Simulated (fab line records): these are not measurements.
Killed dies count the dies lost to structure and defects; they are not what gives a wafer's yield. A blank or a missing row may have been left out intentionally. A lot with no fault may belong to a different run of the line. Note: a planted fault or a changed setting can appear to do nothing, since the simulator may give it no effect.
fab line records ; flow berkeley-cmos170
record: lots: 6; wafers: 18; last-day: 11
route steps=331 shown M1@244 V1@254
lots untouched by any fault: they come from a run of this same line in which no faults occurred
start-h: hours from the record's opening day to when the first of the lot's shown wafers began ; wait-h: time in hours since the lot's previous step ; " the same as in the row above ; L1.1+2: one row covering several wafers at once ; - value missing, or start not given ; * or withheld: withheld ; < > ~ a bound
route shown NAME@n: a module of which the file shows steps, and the number in the route of the first ; usual: mean/standard deviation taken from wafers without a fault ; same: alike in all rows ; chamber/n: place in a boat ; sites: per-site readings ; _std_site: their standard deviation ; _edge_site: outer sites' mean less inner sites' ; radius-mm: how far each site lies from the wafer's centre ; mask NAME#n: copy n ; behind: tool/chamber where the wafer was last shaped ; hold: what put the lot on hold/how long, in hours/how the hold closed ; device: which transistor (n, p or np) failed to switch ; end of line: the same wafers' tests at the end of the route ; a step with no rows: only its recipe ; killed: dies lost to structure and defects at the first sort, not the wafer's yield ; map: the dies of a wafer, with x for killed, . for not killed, _ for no die there
set.NAME: the run value of the setting; set.NAME@STEP: its run value at that earlier step ; model.NAME: the simulator's own value behind a step, which no gauge read
lots at some steps of the route; a table a step, a row a wafer
services: when a tool's chamber went out of use (start-h, in hours from the record's first day, below 0 if earlier), for how many hours, and the reason
== steps ==
step: UCB170_M1_EXPOSE_06
recipe: mask-id: METAL1; target-cd-nm: 700; na: 0.5; sigma-outer: 0.6; source-shape: conventional; dose-mj: 21
step: UCB170_M1_PEB_07
recipe: peb-temp-c: 130; peb-time-s: withheld; resist: KrF
step: UCB170_M1_DEVELOP_08
recipe: developer: TMAH; develop-time-s: 45; resist: KrF; dev-temp-c: 21
step: UCB170_M1_CD_MEAS_09
recipe: target-cd-nm: 700
usual: cd-nm: 699.9/1.6
lot.wafer;tool;chamber;start-h;wait-h;cd-nm
L429.1;cd-sem-01;-;172.54;-;701.4
L429.2;cd-sem-01;-;172.54;-;697.3
L429.4;cd-sem-01;-;172.54;-;699.4
L430.2;cd-sem-01;-;173.13;-;700.0
L430.3;cd-sem-01;-;173.13;-;700.6
L430.4;cd-sem-01;-;173.13;-;699.0
L447.2;cd-sem-01;-;251.42;-;699.9
L447.4;cd-sem-01;-;251.42;-;699.7
L447.6;cd-sem-01;-;251.42;-;700.3
L445.1;cd-sem-02;-;253.14;-;698.4
L445.3;cd-sem-02;-;253.14;-;698.7
L445.6;cd-sem-02;-;253.14;-;699.4
L444.1;cd-sem-01;-;253.17;-;698.8
L444.5;cd-sem-01;-;253.17;-;697.9
L444.6;cd-sem-01;-;253.17;-;697.9
L448.2;cd-sem-02;-;253.89;-;700.6
L448.3;cd-sem-02;-;253.89;-;698.0
L448.6;cd-sem-02;-;253.89;-;700.1
step: UCB170_M1_OVL_MEAS_10
usual: M1_OVL: 1/5.4
lot.wafer;tool;chamber;start-h;wait-h;M1_OVL[nm]
L429.1;overlay-02;-;172.66;0.1;0
L429.2;overlay-02;-;172.66;0.1;1
L429.4;overlay-02;-;172.66;0.1;2
L430.2;overlay-02;-;173.24;0.1;-4
L430.3;overlay-02;-;173.24;0.1;1
L430.4;overlay-02;-;173.24;0.1;-2
L447.2;overlay-01;-;251.53;0.1;-7
L447.4;overlay-01;-;251.53;0.1;3
L447.6;overlay-01;-;251.53;0.1;-2
L445.1;overlay-01;-;253.26;0.1;5
L445.3;overlay-01;-;253.26;0.1;-2
L445.6;overlay-01;-;253.26;0.1;1
L444.1;overlay-01;-;253.30;0.1;-4
L444.5;overlay-01;-;253.30;0.1;2
L444.6;overlay-01;-;253.30;0.1;7
L448.2;overlay-01;-;253.99;0.1;-11
L448.3;overlay-01;-;253.99;0.1;-6
L448.6;overlay-01;-;253.99;0.1;-9
step: UCB170_M1_ETCH_11
recipe: chemistry: N2/H2; target-depth-a: withheld; overetch-a: withheld; target: BARC; time-s: withheld; source-w: 500; bias-w: 100; pressure-mtorr: 30; n2-flow-sccm: 100; h2-flow-sccm: 200
usual: drypump-motor-current-A: 5.9/0.46; oes-product-au: 0.991/0.014; rf-fwd-power-W: 495.1/2; throttle-valve-pct: 13.22/0.2
lot.wafer;tool;chamber;start-h;wait-h;drypump-motor-current-A;oes-product-au;rf-fwd-power-W;throttle-valve-pct
L429.1;rie-diel-04;0;172.69;0.0;5.7;0.977;495.8;13.59
L429.2;rie-diel-04;1;172.69;0.0;5.9;0.997;495.9;13.30
L429.4;rie-diel-04;2;172.69;0.0;5.3;1.014;495.0;13.08
L430.2;rie-diel-02;1;173.27;0.0;5.6;0.959;494.5;12.91
L430.3;rie-diel-02;2;173.27;0.0;6.6;0.991;497.5;13.04
L430.4;rie-diel-02;3;173.27;0.0;6.4;0.996;498.2;13.51
L447.2;rie-diel-01;2;251.56;0.0;5.4;0.992;492.7;13.30
L447.4;rie-diel-01;0;251.56;0.0;6.4;0.988;497.2;13.25
L447.6;rie-diel-01;0;251.56;0.0;6.4;0.982;494.5;13.26
L445.1;rie-diel-04;0;253.30;0.0;5.8;0.977;497.4;13.58
L445.3;rie-diel-04;1;253.30;0.0;5.9;0.993;495.7;13.31
L445.6;rie-diel-04;2;253.30;0.0;5.3;1.012;494.7;13.09
L444.1;rie-diel-02;1;253.33;0.0;5.6;0.974;493.3;12.89
L444.5;rie-diel-02;0;253.33;0.0;5.3;0.992;492.4;13.23
L444.6;rie-diel-02;1;253.33;0.0;5.6;0.973;494.2;12.90
L448.2;rie-diel-01;0;254.02;0.0;6.4;1.000;496.4;13.26
L448.3;rie-diel-01;2;254.02;0.0;5.5;0.993;494.0;13.29
L448.6;rie-diel-01;3;254.02;0.0;6.3;1.013;496.6;13.09
step: UCB170_M1_METAL_ETCH_12
recipe: chemistry: Cl2/BCl3; target: Al; stop-on: PSG; pressure-mtorr: 12; target-depth-a: 7800; over-etch-frac: 0.3; time-s: 130; icp-w: 600; bias-w: 120; Cl2_flow_sccm: 90; bcl3-flow-sccm: 45
usual: drypump-motor-current-A: 5.5/0.46; mfc-cl2-sccm: 89.94/0.28; oes-product-au: 0.860/0.014; rf-fwd-power-W: 596.3/2.1; throttle-valve-pct: 24.43/0.19
same: over-etch-frac: 0.3; time-s: 130
lot.wafer;tool;chamber;start-h;wait-h;drypump-motor-current-A;mfc-cl2-sccm;oes-product-au;rf-fwd-power-W;rf-hours-counter-h;throttle-valve-pct
L429.1;rie-metal-02;1;172.74;-;6.2;90.17;0.875;595.1;5;24.35
L429.2;rie-metal-02;0;172.74;-;5.7;90.05;0.840;593.2;1;24.40
L429.4;rie-metal-02;0;172.74;-;5.7;90.27;0.855;592.4;-;24.41
L430.2;rie-metal-04;1;173.31;-;5.1;89.86;0.859;600.4;0;24.48
L430.3;rie-metal-04;1;173.31;-;5.1;90.07;0.848;601.1;-;24.46
L430.4;rie-metal-04;0;173.31;-;4.9;90.17;0.843;596.6;-;24.88
L447.2;rie-metal-04;1;251.60;-;5.1;89.55;0.853;594.2;2;24.46
L447.4;rie-metal-04;1;251.60;-;5.1;90.00;0.850;595.0;-;24.47
L447.6;rie-metal-04;0;251.60;-;4.9;89.97;0.837;592.5;-;24.72
L445.1;rie-metal-03;1;253.34;-;5.7;89.62;0.876;597.6;11;24.46
L445.3;rie-metal-03;0;253.34;-;5.8;90.22;0.878;598.2;-;24.11
L445.6;rie-metal-03;0;253.34;-;5.8;89.75;0.878;597.2;-;24.12
L444.1;rie-metal-02;0;253.38;-;5.7;90.10;0.848;598.2;3;24.40
L444.5;rie-metal-02;0;253.38;-;5.7;89.90;0.855;596.1;-;24.39
L444.6;rie-metal-02;1;253.38;-;6.2;90.24;0.876;597.0;-;24.36
L448.2;rie-metal-04;0;254.07;-;4.9;90.43;0.853;596.8;1;24.72
L448.3;rie-metal-04;0;254.07;-;4.9;90.25;0.840;596.6;-;24.73
L448.6;rie-metal-04;1;254.07;-;5.0;89.77;0.856;596.4;-;24.47
step: UCB170_M1_STRIP_13
recipe: chemistry: O2; power-w: 400; pressure-mtorr: 3500; platen-temp-c: withheld; o2-flow-sccm: 400; overash-fraction: 0.5
usual: drypump-motor-current-A: 6.1/0.48; oes-product-au: 0.721/0.004
lot.wafer;tool;chamber;start-h;wait-h;drypump-motor-current-A;oes-product-au;rf-hours-counter-h
L429.1;plasma-asher-04;0;172.87;0.1;5.5;0.722;5
L429.2;plasma-asher-04;1;172.87;0.1;6.5;0.715;5
L429.4;plasma-asher-04;0;172.87;0.1;5.4;0.717;-
L430.2;plasma-asher-01;1;173.45;0.1;6.8;0.721;48
L430.3;plasma-asher-01;0;173.45;0.1;5.4;0.719;-
L430.4;plasma-asher-01;1;173.45;0.1;6.8;0.716;-
L447.2;plasma-asher-02;1;251.74;0.1;5.9;0.719;57
L447.4;plasma-asher-02;0;251.74;0.1;6.2;0.720;-
L447.6;plasma-asher-02;0;251.74;0.1;6.2;0.716;-
L445.1;plasma-asher-01;1;253.47;0.1;6.8;0.715;58
L445.3;plasma-asher-01;0;253.47;0.1;5.4;0.722;-
L445.6;plasma-asher-01;1;253.47;0.1;6.8;0.719;-
L444.1;plasma-asher-02;1;253.51;0.1;5.9;0.722;57
L444.5;plasma-asher-02;1;253.51;0.1;5.9;0.723;-
L444.6;plasma-asher-02;0;253.51;0.1;6.2;0.721;-
L448.2;plasma-asher-04;0;254.20;0.1;5.4;0.718;11
L448.3;plasma-asher-04;0;254.20;0.1;5.4;0.722;-
L448.6;plasma-asher-04;1;254.20;0.1;6.5;0.723;-
step: UCB170_M1_CD_MEAS_90
recipe: target-cd-nm: 700
usual: cd-nm: 700.5/2.3
lot.wafer;tool;chamber;start-h;wait-h;cd-nm
L429.1;cd-sem-02;-;172.97;0.1;701.8
L429.2;cd-sem-02;-;172.97;0.1;695.7
L429.4;cd-sem-02;-;172.97;0.1;696.9
L430.2;cd-sem-01;-;173.57;0.1;701.8
L430.3;cd-sem-01;-;173.57;0.1;697.8
L430.4;cd-sem-01;-;173.57;0.1;702.3
L447.2;cd-sem-01;-;251.86;0.1;701.5
L447.4;cd-sem-01;-;251.86;0.1;701.8
L447.6;cd-sem-01;-;251.86;0.1;701.7
L445.1;cd-sem-01;-;253.57;0.1;700.6
L445.3;cd-sem-01;-;253.57;0.1;702.8
L445.6;cd-sem-01;-;253.57;0.1;703.1
L444.1;cd-sem-02;-;253.61;0.1;699.7
L444.5;cd-sem-02;-;253.61;0.1;696.8
L444.6;cd-sem-02;-;253.61;0.1;700.3
L448.2;cd-sem-02;-;254.34;0.1;701.1
L448.3;cd-sem-02;-;254.34;0.1;697.7
L448.6;cd-sem-02;-;254.34;0.1;700.3
step: UCB170_M1_ANNEAL_14
recipe: temp-c: 400; time-s: 1200; ambient: forming-gas
step: UCB170_V1_CVD_00
recipe: material: SiO2; target-thk-nm: 2000; temp-c: 390; precursor: TEOS/O2; time-s: 250; rf-w: 550; pressure-mtorr: 9000
usual: heater-power-w: 249/49; rf-fwd-power-W: 548.8/1.7
same: time-s: 250
lot.wafer;tool;chamber;start-h;wait-h;heater-power-w;rf-fwd-power-W
L429.1;pecvd-03;2;177.02;0.0;216;549.9
L429.2;pecvd-03;0;177.02;0.0;233;546.7
L429.4;pecvd-03;2;177.02;0.0;291;551.2
L430.2;pecvd-01;0;177.18;0.2;217;547.6
L430.3;pecvd-01;1;177.18;0.2;317;549.0
L430.4;pecvd-01;2;177.18;0.2;215;549.2
L447.2;pecvd-04;2;254.81;0.0;196;546.0
L447.4;pecvd-04;2;254.81;0.0;238;546.7
L447.6;pecvd-04;1;254.81;0.0;277;549.7
L444.1;pecvd-03;2;257.40;0.0;236;549.3
L444.5;pecvd-03;1;257.40;0.0;202;548.1
L444.6;pecvd-03;0;257.40;0.0;155;548.7
L445.1;pecvd-01;2;257.40;0.0;289;548.7
L445.3;pecvd-01;1;257.40;0.0;318;546.9
L445.6;pecvd-01;1;257.40;0.0;220;548.9
L448.2;pecvd-04;2;257.40;0.0;199;549.0
L448.3;pecvd-04;1;257.40;0.0;311;548.8
L448.6;pecvd-04;0;257.40;0.0;212;549.6
step: UCB170_V1_THK_MEAS_01
recipe: reads: SiO2_of_V1_CVD_00
usual: V1_TEOS_THK: 2010/27
lot.wafer;tool;chamber;start-h;wait-h;V1_TEOS_THK[nm]
L429.1;film-metro-04;-;177.26;0.2;2006
L429.2;film-metro-04;-;177.26;0.2;2022
L429.4;film-metro-04;-;177.26;0.2;2010
L430.2;film-metro-03;-;177.34;0.1;1994
L430.3;film-metro-03;-;177.34;0.1;1941
L430.4;film-metro-03;-;177.34;0.1;2012
L447.2;film-metro-02;-;254.98;0.1;2009
L447.4;film-metro-02;-;254.98;0.1;2036
L447.6;film-metro-02;-;254.98;0.1;2045
L444.1;film-metro-04;-;257.55;0.1;1964
L444.5;film-metro-04;-;257.55;0.1;2025
L444.6;film-metro-04;-;257.55;0.1;2027
L445.1;film-metro-02;-;257.55;0.1;1975
L445.3;film-metro-02;-;257.55;0.1;1975
L445.6;film-metro-02;-;257.55;0.1;2014
L448.2;film-metro-03;-;257.56;0.1;1976
L448.3;film-metro-03;-;257.56;0.1;1991
L448.6;film-metro-03;-;257.56;0.1;2010
step: UCB170_V1_CMP_02
recipe: material: SiO2; down-force-psi: 6; platen-rpm: 60; pad-velocity-m-s: 0.75398
usual: motor-current-A: 17.0/2.4
lot.wafer;tool;chamber;start-h;wait-h;motor-current-A;model.SiO2_of_V1_CVD_00.thk-nm
L429.2;cmp-01;0;177.54;0.3;13.5;1000
L429.1;cmp-01;1;177.54;0.3;18.7;1000
L429.4;cmp-01;3;177.54;0.3;17.5;1000
L430.2;cmp-02;0;177.54;0.2;20.6;998
L430.4;cmp-02;2;177.54;0.2;15.1;997.8
L430.3;cmp-02;3;177.54;0.2;15.4;999.9
L447.4;cmp-01;3;255.38;0.4;18.9;1000
L447.2;cmp-01;0;255.38;0.4;13.5;999
L447.6;cmp-01;2;255.38;0.4;15.6;998.6
L444.1;cmp-02;2;257.66;0.1;16.7;1250
L444.6;cmp-02;1;257.66;0.1;16.9;1250
L444.5;cmp-02;2;257.66;0.1;16.5;1249
L448.3;cmp-01;2;257.66;0.1;15.6;999.9
L448.2;cmp-01;0;257.66;0.1;13.4;1000
L448.6;cmp-01;2;257.66;0.1;15.8;999.2
L445.3;cmp-02;1;258.01;0.4;16.4;1249
L445.1;cmp-02;2;258.01;0.4;17.2;1248
L445.6;cmp-02;0;258.01;0.4;20.5;1248
step: UCB170_V1_BOW_MEAS_03
recipe: mode: bow
usual: V1_BOW: 19/6.9
lot.wafer;tool;chamber;start-h;wait-h;V1_BOW[um]
L429.1;film-metro-02;-;177.84;0.2;11
L429.2;film-metro-02;-;177.84;0.2;28
L429.4;film-metro-02;-;177.84;0.2;22
L430.2;film-metro-04;-;177.88;0.3;11
L430.3;film-metro-04;-;177.88;0.3;11
L430.4;film-metro-04;-;177.88;0.3;18
L447.2;film-metro-04;-;255.65;0.2;22
L447.4;film-metro-04;-;255.65;0.2;27
L447.6;film-metro-04;-;255.65;0.2;24
L444.1;film-metro-04;-;257.91;0.2;27
L444.5;film-metro-04;-;257.91;0.2;24
L444.6;film-metro-04;-;257.91;0.2;25
L448.2;film-metro-03;-;257.93;0.1;11
L448.3;film-metro-03;-;257.93;0.1;18
L448.6;film-metro-03;-;257.93;0.1;27
L445.1;film-metro-02;-;258.21;0.1;32
L445.3;film-metro-02;-;258.21;0.1;23
L445.6;film-metro-02;-;258.21;0.1;21
step: UCB170_V1_THK_MEAS_04
recipe: reads: SiO2_of_V1_CVD_00
usual: V1_POLISHED_THK: 1000.0/1.2
lot.wafer;tool;chamber;start-h;wait-h;V1_POLISHED_THK[nm]
L429.1;film-metro-02;-;177.96;0.1;999.5
L429.2;film-metro-02;-;177.96;0.1;1000.4
L429.4;film-metro-02;-;177.96;0.1;1000.5
L430.2;film-metro-04;-;177.99;0.1;998.2
L430.3;film-metro-04;-;177.99;0.1;999.4
L430.4;film-metro-04;-;177.99;0.1;998.2
L447.2;film-metro-04;-;255.76;0.1;999.2
L447.4;film-metro-04;-;255.76;0.1;1001.2
L447.6;film-metro-04;-;255.76;0.1;999.4
L444.1;film-metro-04;-;258.03;0.1;1249.7
L444.5;film-metro-04;-;258.03;0.1;1249.5
L444.6;film-metro-04;-;258.03;0.1;1249.4
L448.2;film-metro-03;-;258.04;0.1;1000.5
L448.3;film-metro-03;-;258.04;0.1;1000.1
L448.6;film-metro-03;-;258.04;0.1;999.1
L445.1;film-metro-02;-;258.33;0.1;1248.7
L445.3;film-metro-02;-;258.33;0.1;1248.8
L445.6;film-metro-02;-;258.33;0.1;1247.9
step: UCB170_V1_CLEAN_05
recipe: chemistry: DIW
step: UCB170_V1_HMDS_06
recipe: prime-time-s: 60; prime-temp-c: 100
step: UCB170_V1_COAT_07
recipe: resist: KrF; spin-rpm: 1500; resist-thk-nm: 900
step: UCB170_V1_SOFTBAKE_08
recipe: resist: KrF; temp-c: 130; time-s: 60
step: UCB170_V1_EXPOSE_09
recipe: mask-id: VIA1; target-cd-nm: 700; na: 0.5; sigma-outer: 0.6; source-shape: conventional; dose-mj: 37
step: UCB170_V1_PEB_10
recipe: peb-temp-c: 130; peb-time-s: withheld; resist: KrF
step: UCB170_V1_DEVELOP_11
recipe: developer: TMAH; develop-time-s: 45; resist: KrF; dev-temp-c: 21
step: UCB170_V1_CD_MEAS_12
recipe: target-cd-nm: 700
usual: cd-nm: 700.1/1.5
lot.wafer;tool;chamber;start-h;wait-h;cd-nm
L429.1;cd-sem-01;-;179.39;-;701.7
L429.2;cd-sem-01;-;179.39;-;702.0
L429.4;cd-sem-01;-;179.39;-;702.9
L430.2;cd-sem-01;-;179.53;-;698.1
L430.3;cd-sem-01;-;179.53;-;699.0
L430.4;cd-sem-01;-;179.53;-;698.0
L447.2;cd-sem-01;-;257.75;-;701.0
L447.4;cd-sem-01;-;257.75;-;699.1
L447.6;cd-sem-01;-;257.75;-;700.3
L448.2;cd-sem-02;-;263.02;-;699.5
L448.3;cd-sem-02;-;263.02;-;700.2
L448.6;cd-sem-02;-;263.02;-;700.2
L445.1;cd-sem-02;-;263.27;-;699.1
L445.3;cd-sem-02;-;263.27;-;699.1
L445.6;cd-sem-02;-;263.27;-;699.8
L444.1;cd-sem-02;-;263.39;-;700.2
L444.5;cd-sem-02;-;263.39;-;699.7
L444.6;cd-sem-02;-;263.39;-;700.2
step: UCB170_V1_OVL_MEAS_13
usual: V1_OVL: 0/5.4
lot.wafer;tool;chamber;start-h;wait-h;V1_OVL[nm]
L429.1;overlay-02;-;179.51;0.1;-8
L429.2;overlay-02;-;179.51;0.1;-11
L429.4;overlay-02;-;179.51;0.1;0
L430.2;overlay-02;-;179.63;0.1;-3
L430.3;overlay-02;-;179.63;0.1;2
L430.4;overlay-02;-;179.63;0.1;-4
L447.2;overlay-01;-;257.85;0.1;6
L447.4;overlay-01;-;257.85;0.1;9
L447.6;overlay-01;-;257.85;0.1;7
L448.2;overlay-01;-;263.13;0.1;-6
L448.3;overlay-01;-;263.13;0.1;-6
L448.6;overlay-01;-;263.13;0.1;-8
L445.1;overlay-01;-;263.39;0.1;0
L445.3;overlay-01;-;263.39;0.1;4
L445.6;overlay-01;-;263.39;0.1;4
L444.1;overlay-01;-;263.53;0.1;-3
L444.5;overlay-01;-;263.53;0.1;5
L444.6;overlay-01;-;263.53;0.1;1
step: UCB170_V1_ETCH_14
recipe: chemistry: CHF3/CF4/Ar; target: SiO2; stop-on: Al; CHF3_flow_sccm: 45; cf4-flow-sccm: 15; Ar_flow_sccm: 150; pressure-mtorr: 200; rf-w: 700; target-depth-a: 12500; over-etch-frac: 0.25; time-s: 291
usual: drypump-motor-current-A: 5.9/0.5; oes-product-au: 0.867/0.01; rf-fwd-power-W: 698.5/2.3; throttle-valve-pct: 6.91/0.14
same: over-etch-frac: 0.25; time-s: 291
lot.wafer;tool;chamber;start-h;wait-h;drypump-motor-current-A;oes-product-au;rf-fwd-power-W;rf-hours-counter-h;throttle-valve-pct;model.etch.depth-nm;model.V1.feature-depth-nm
L429.1;rie-diel-01;3;179.54;0.0;6.2;0.880;698.2;4;6.77;1000;1000
L429.2;rie-diel-01;1;179.54;0.0;6.0;0.873;698.7;0;7.08;1000;1000
L429.4;rie-diel-01;2;179.54;0.0;5.5;0.866;699.2;148;7.00;1000;1000
L430.2;rie-diel-02;3;179.66;0.0;6.3;0.873;697.5;1;7.09;998;998
L430.3;rie-diel-02;2;179.66;0.0;6.5;0.860;700.3;93;6.79;999.9;1000
L430.4;rie-diel-02;0;179.66;0.0;5.4;0.851;695.4;7;7.04;997.8;997.9
L447.2;rie-diel-02;3;257.88;0.0;6.3;0.871;696.9;3;7.09;999;999
L447.4;rie-diel-02;0;257.88;0.0;5.4;0.858;698.0;10;7.05;1000;1000
L447.6;rie-diel-02;2;257.88;0.0;6.5;0.854;702.6;-;6.80;998.6;999
L448.2;rie-diel-02;3;263.16;0.0;6.3;0.869;699.2;4;7.09;1000;1000
L448.3;rie-diel-02;1;263.16;0.0;5.6;0.861;697.3;115;6.71;999.9;999.9
L448.6;rie-diel-02;2;263.16;0.0;6.6;0.863;698.1;-;6.79;999.2;999.6
L445.1;rie-diel-03;1;263.42;0.0;5.3;0.971;699.7;9;6.92;1228;1228
L445.3;rie-diel-03;2;263.42;0.0;5.3;0.964;700.3;13;7.08;1238;1238
L445.6;rie-diel-03;2;263.42;0.0;5.3;0.974;700.7;-;7.07;1239;1239
L444.1;rie-diel-02;0;263.56;0.0;5.4;0.978;697.8;11;7.06;1250;1250
L444.5;rie-diel-02;1;263.56;0.0;5.6;0.971;700.2;-;6.72;1227;1227
L444.6;rie-diel-02;2;263.56;0.0;6.6;0.970;697.5;-;6.79;1232;1232
step: UCB170_V1_STRIP_15
recipe: chemistry: O2; power-w: 400; pressure-mtorr: 3500; platen-temp-c: withheld; o2-flow-sccm: 400; overash-fraction: 0.5
usual: drypump-motor-current-A: 5.8/0.46; oes-product-au: 0.722/0.0043; strip-time-to-endpoint-s: 15.35/0.099
lot.wafer;tool;chamber;start-h;wait-h;drypump-motor-current-A;oes-product-au;rf-hours-counter-h;strip-time-to-endpoint-s
L429.1;plasma-asher-02;1;179.72;0.1;5.9;0.730;48;15.10
L429.2;plasma-asher-02;0;179.72;0.1;6.2;0.725;48;15.26
L429.4;plasma-asher-02;1;179.72;0.1;5.9;0.725;-;15.30
L430.2;plasma-asher-03;0;179.84;0.1;5.2;0.719;38;15.26
L430.3;plasma-asher-03;1;179.84;0.1;5.6;0.725;-;15.33
L430.4;plasma-asher-03;0;179.84;0.1;5.2;0.726;-;15.25
L447.2;plasma-asher-03;0;258.06;0.1;5.2;0.719;49;15.23
L447.4;plasma-asher-03;1;258.06;0.1;5.6;0.720;-;15.07
L447.6;plasma-asher-03;1;258.06;0.1;5.6;0.722;-;15.21
L448.2;plasma-asher-04;1;263.34;0.1;6.5;0.730;11;15.46
L448.3;plasma-asher-04;1;263.34;0.1;6.5;0.717;-;15.49
L448.6;plasma-asher-04;0;263.34;0.1;5.4;0.723;-;15.45
L445.1;plasma-asher-02;0;263.60;0.1;6.2;0.721;58;15.41
L445.3;plasma-asher-02;0;263.60;0.1;6.2;0.721;-;15.38
L445.6;plasma-asher-02;1;263.60;0.1;5.9;0.720;-;15.35
L444.1;plasma-asher-02;0;263.74;0.1;6.3;0.722;58;15.30
L444.5;plasma-asher-02;1;263.74;0.1;5.9;0.720;-;15.49
L444.6;plasma-asher-02;0;263.74;0.1;6.2;0.721;-;15.54
== services ==
tool;chamber;start-h;hours;kind
cmp-01;-;154.54;3.8;pm
rie-diel-04;-;157.39;0.2;repair
rie-diel-04;-;157.63;11.1;repair
pecvd-03;-;161.23;2.8;pm
pecvd-03;1;172.23;5.8;repair
pecvd-03;-;180.09;6.0;pm
cmp-01;-;185.29;0.7;repair
plasma-asher-04;-;202.84;14.6;pm
pecvd-04;-;210.39;14.6;pm
cmp-02;-;214.00;0.3;repair
rie-diel-02;0;216.66;5.1;repair
rie-diel-02;3;220.19;25.9;repair
rie-diel-04;0;221.66;2.2;repair
plasma-asher-04;-;223.09;10.2;repair
rie-diel-02;2;223.53;10.1;repair
rie-diel-02;-;230.19;0.6;repair
cmp-02;-;232.00;4.0;pm
rie-diel-02;1;232.70;8.4;repair
cmp-01;-;235.82;2.6;repair
rie-diel-02;0;238.35;9.4;repair
cmp-02;-;238.38;3.4;pm
pecvd-03;-;242.50;14.0;pm
cmp-02;-;251.29;4.4;repair
rie-diel-01;-;257.06;15.6;pm
== key ==
first-sign: step: UCB170_V1_THK_MEAS_04; reading: V1_POLISHED_THK; direction: up; sigmas: 99+; usual: 1000.0; struck: 1249.0
effect: step: UCB170_V1_ETCH_14; reading: oes-product-au; direction: up; sigmas: 9.9; usual: 0.867; struck: 0.971
model-effect: step: UCB170_V1_CMP_02; value: SiO2_of_V1_CVD_00.thk-nm; without: 999; struck: 1249
model-effect: step: UCB170_V1_ETCH_14; value: etch.depth-nm; without: 999; struck: 1236
met-at UCB170_V1_CMP_02
struck-wafers L444.1,L444.5,L444.6,L445.1,L445.3,L445.6
later-rows-left-out L444.5,L444.6,L445.1,L445.3,L445.6
sort-left-out L444.1,L444.5,L444.6,L445.1,L445.3,L445.6
onset-between 177.54 257.66
fault: kind: process-parameter-drift; tool: cmp-02; chamber: -; onset-h: 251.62; steps: UCB170_V1_CMP_02; channel: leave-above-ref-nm; offset: 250; shape: step; end-h: 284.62; acts-in: these-recipes-only; stated: 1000
sort-left-out: the simulated sort isn't trusted on such a fault, so these wafers' sort isn't shown, and their yield isn't known
later-rows-left-out: the simulator's readings of these wafers behind a module that went badly wrong aren't trusted and aren't shown, but for the sort
